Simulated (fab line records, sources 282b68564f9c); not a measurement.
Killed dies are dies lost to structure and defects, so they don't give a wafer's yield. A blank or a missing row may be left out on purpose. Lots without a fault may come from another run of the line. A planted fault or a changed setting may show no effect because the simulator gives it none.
Which tool did it? | flow rit_cmos | 6 lots, 18 wafers sampled, at 3 steps of a route of 202

WHAT THE GAUGES READ, wafer by wafer
RIT_CONTACT_OVL_MEAS_09.
lot  | measured    | on         | CONTACT_OVL (nm)
L792 | day 3 08:26 | overlay-01 | -0.2 0.9 -0.1
L794 | day 3 20:13 | overlay-01 | -1.4 -2.1 -1.4
L802 | day 5 14:00 | overlay-01 | 76.7 76.5 75.5
L806 | day 6 07:22 | overlay-01 | -0.9 0.9 0.4
L811 | day 7 08:37 | overlay-01 | -0.8 -1.2 -1.2
L813 | day 7 20:42 | overlay-02 | 0.0 0.6 1.3

WHICH TOOL RAN EACH LOT (tool, then ch and the chambers of the sampled wafers, then the start)
lot  | RIT_SILICIDE_RTA_06             | RIT_CONTACT_EXPOSE_05
L792 | rtp_anneal-02 ch 0, day 3 07:04 | iline_stepper-01 ch 0, day 3 07:50
L794 | rtp_anneal-02 ch 0, day 3 18:50 | iline_stepper-01 ch 0, day 3 19:33
L802 | rtp_anneal-02 ch 0, day 5 12:36 | iline_stepper-02 ch 0, day 5 13:22
L806 | rtp_anneal-02 ch 0, day 6 05:59 | iline_stepper-01 ch 0, day 6 06:44
L811 | rtp_anneal-01 ch 0, day 7 07:12 | iline_stepper-01 ch 0, day 7 07:58
L813 | rtp_anneal-01 ch 0, day 7 19:25 | iline_stepper-01 ch 0, day 7 20:04
- RIT_SILICIDE_RTA_06: time 10 s, ramp up 5 s, ramp down 10 s.
- RIT_CONTACT_EXPOSE_05: exposes mask M11, target cd 1000 nm.

THE ANSWER, worked out from the rows above alone
Rule: what is usual is taken from the lots themselves. Put in order of their means at a reading, lots are off if they are a third of the lots or fewer, leave a main group of 4 or more, and stand apart from it by a gap of 3 or more times the standard deviation of the main group's means; of several such gaps the widest counts. A main group whose means are all the same, to the digits that the tables above print for the reading, isn't used. A lot without any number at a reading at which 4 lots or more have one is off too. The other lots that the step has rows for count as sound.
Off: L802, at RIT_CONTACT_OVL_MEAS_09 (CONTACT_OVL). The main group: mean -0.3 nm, standard deviation 0.86.
A tool fits if, at a process step before that reading, it ran every lot that is off, and no sound lot after the first of them. The gauges at RIT_CONTACT_OVL_MEAS_09 are tried like those tools. One fits: iline_stepper-02 at RIT_CONTACT_EXPOSE_05. It ran no sound lot before its first lot that is off in this sample, so the start can't be narrowed down.

WHAT THE SIMULATOR HAD PUT IN
Scanner matching overlay: iline_stepper-02, from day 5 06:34 on, at RIT_CONTACT_EXPOSE_05. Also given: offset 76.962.
Lots struck among those shown: L802. The rule above found the same.
